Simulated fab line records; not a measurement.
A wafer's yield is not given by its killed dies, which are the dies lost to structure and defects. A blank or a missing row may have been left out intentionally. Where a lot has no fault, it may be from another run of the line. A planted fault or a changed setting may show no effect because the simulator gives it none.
A sampling plan put to the test    flow rit cmos    18 faults told of in these records, all on one fab line, each judged by the records of the lots it struck
The plan consists of the line's own looks: route steps at which the wafer is read by a gauge or an inspection but not changed. A look can be judged if struck wafers have a number there and the file gives its usual mean and standard deviation on fault-free wafers. Caught: the struck wafers' mean, at a look after the fault's first step, is 4 or more of those standard deviations (sigma) away from the usual mean. On the tool: the same test on the tool's own readings at the fault's steps. If the struck wafers alone have a blank record, or they carry another recipe, that too counts as caught.

== THE FAULTS, as the simulator had put them in ==
1. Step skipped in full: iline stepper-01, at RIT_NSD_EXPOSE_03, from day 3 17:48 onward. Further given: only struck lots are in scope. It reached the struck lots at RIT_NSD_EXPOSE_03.
2. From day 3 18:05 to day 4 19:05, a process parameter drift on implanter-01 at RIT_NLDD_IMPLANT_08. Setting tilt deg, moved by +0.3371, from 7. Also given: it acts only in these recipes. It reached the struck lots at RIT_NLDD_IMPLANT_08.
3. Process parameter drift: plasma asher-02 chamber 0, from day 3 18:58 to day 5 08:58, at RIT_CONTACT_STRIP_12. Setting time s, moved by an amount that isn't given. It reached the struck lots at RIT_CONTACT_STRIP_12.
4. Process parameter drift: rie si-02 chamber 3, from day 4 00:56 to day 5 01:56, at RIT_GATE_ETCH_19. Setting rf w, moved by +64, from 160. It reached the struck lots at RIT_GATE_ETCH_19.
5. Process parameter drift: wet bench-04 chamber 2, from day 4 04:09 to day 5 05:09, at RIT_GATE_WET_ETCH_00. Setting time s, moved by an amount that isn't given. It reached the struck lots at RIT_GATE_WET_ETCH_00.
6. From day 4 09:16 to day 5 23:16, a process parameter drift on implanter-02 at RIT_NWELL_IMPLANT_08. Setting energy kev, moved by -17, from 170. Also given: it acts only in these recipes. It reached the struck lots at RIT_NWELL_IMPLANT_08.
7. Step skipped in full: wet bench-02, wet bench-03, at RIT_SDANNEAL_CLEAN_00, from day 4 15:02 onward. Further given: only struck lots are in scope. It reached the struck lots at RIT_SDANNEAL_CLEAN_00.
8. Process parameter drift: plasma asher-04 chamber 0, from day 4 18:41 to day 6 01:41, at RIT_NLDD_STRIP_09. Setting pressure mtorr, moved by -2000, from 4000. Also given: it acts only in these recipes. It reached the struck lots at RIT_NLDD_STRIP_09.
9. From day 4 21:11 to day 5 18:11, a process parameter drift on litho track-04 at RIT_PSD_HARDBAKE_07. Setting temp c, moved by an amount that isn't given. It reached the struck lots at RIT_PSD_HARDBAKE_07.
10. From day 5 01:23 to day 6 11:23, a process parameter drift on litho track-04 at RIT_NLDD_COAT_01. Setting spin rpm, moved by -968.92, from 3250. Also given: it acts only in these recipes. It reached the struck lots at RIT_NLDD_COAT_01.
11. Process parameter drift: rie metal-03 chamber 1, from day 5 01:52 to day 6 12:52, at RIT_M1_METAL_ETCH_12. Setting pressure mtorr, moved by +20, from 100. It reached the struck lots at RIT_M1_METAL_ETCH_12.
12. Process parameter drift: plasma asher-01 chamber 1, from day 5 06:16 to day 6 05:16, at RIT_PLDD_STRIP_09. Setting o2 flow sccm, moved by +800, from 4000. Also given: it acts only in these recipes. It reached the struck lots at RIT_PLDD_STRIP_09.
13. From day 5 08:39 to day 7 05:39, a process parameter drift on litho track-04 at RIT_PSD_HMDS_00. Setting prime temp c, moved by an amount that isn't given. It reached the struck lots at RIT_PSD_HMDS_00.
14. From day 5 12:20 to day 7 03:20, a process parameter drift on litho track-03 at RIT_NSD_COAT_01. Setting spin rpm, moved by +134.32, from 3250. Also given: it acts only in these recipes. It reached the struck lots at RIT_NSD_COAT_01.
15. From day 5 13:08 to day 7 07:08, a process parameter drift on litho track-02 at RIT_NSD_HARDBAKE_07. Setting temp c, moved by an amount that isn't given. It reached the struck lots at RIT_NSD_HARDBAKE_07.
16. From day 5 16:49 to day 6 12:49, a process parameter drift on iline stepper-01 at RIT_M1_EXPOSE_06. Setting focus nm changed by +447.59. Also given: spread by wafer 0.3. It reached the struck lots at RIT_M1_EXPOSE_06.
17. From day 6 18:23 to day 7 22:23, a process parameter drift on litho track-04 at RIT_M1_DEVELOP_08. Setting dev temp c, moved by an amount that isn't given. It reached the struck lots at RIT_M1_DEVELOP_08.
18. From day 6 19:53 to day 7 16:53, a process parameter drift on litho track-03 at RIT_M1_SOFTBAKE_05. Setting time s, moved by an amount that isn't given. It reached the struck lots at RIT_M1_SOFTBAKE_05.

== WHAT THE PLAN SAW ==
fault  on the tool itself                                first look that catches it                       reading, sigma               median hours from its first step to that look  hours from the fault's start to the first struck lot there  judged looks passed uncaught
1      no reading that can be judged                     no look after it can be judged                   -                            -                                              -                                                           0
2      tilt deg +18 sigma                                no look after it can be judged                   -                            -                                              -                                                           0
3      run length s +13 sigma                            no look after it can be judged                   -                            -                                              -                                                           0
4      rf fwd power W +99 or beyond sigma                no look after it can be judged                   -                            -                                              -                                                           0
5      run length s -12 sigma                            RIT_FOX2_THK_MEAS_91                             FIELD_OXIDE_LEFT_2_THK +6.4  0.5                                            4                                                           0
6      beam energy keV -99 or beyond sigma               no look after it can be judged                   -                            -                                              -                                                           0
7      the tool's record is blank for the struck wafers  none of the 2 looks that can be judged after it  -                            -                                              -                                                           2
8      chamber pressure mTorr -99 or beyond sigma        no look after it can be judged                   -                            -                                              -                                                           0
9      heater power total W -42 sigma                    no look after it can be judged                   -                            -                                              -                                                           0
10     spin speed rpm -99 or beyond sigma                no look after it can be judged                   -                            -                                              -                                                           0
11     chamber pressure mTorr +99 or beyond sigma        no look after it can be judged                   -                            -                                              -                                                           0
12     o2 flow sccm +67 sigma                            no look after it can be judged                   -                            -                                              -                                                           0
13     prime temp c +48 sigma                            no look after it can be judged                   -                            -                                              -                                                           0
14     spin speed rpm +63 sigma                          no look after it can be judged                   -                            -                                              -                                                           0
15     heater power total W -92 sigma                    no look after it can be judged                   -                            -                                              -                                                           0
16     exposure dose mJ cm2 -6.9 sigma                   no look after it can be judged                   -                            -                                              -                                                           0
17     developer temp C -6.7 sigma                       no look after it can be judged                   -                            -                                              -                                                           0
18     heater power total W +72 sigma                    no look after it can be judged                   -                            -                                              -                                                           0
A dash: the fault isn't caught, or these records don't give the number.

Caught at a look: 1 of 18. Caught on the tool: 17 of 18. By one or the other: 17 of 18.
Faults 2, 3, 4, 6, 7, 8, 9, 10, 11, 12, 13, 14, 15, 16, 17, 18 were caught on the tool alone.
Caught by neither: fault 1.

== THINNER SAMPLING ==
If the look that catches a fault measured only every second or every third lot, by lot number, the first struck lot would be measured this late in the worst case:
fault  struck lots at that look, in order of time  every lot  every second lot  every third lot
5      L372, L375                                  4 h        16 h              may miss all 2
The hour figures run from when the fault began to the first measured lot among those it struck. 4 sigma limit: tested on the pooled struck wafers, so a lone lot may be under it. Other struck lots may not be in these records.

== THE LONGEST TIMED WAY FROM STEP TO LOOK ==
Fault 5: a median of 0.5 hours passes between RIT_GATE_WET_ETCH_00 and RIT_FOX2_THK_MEAS_91. No look between them can be judged.
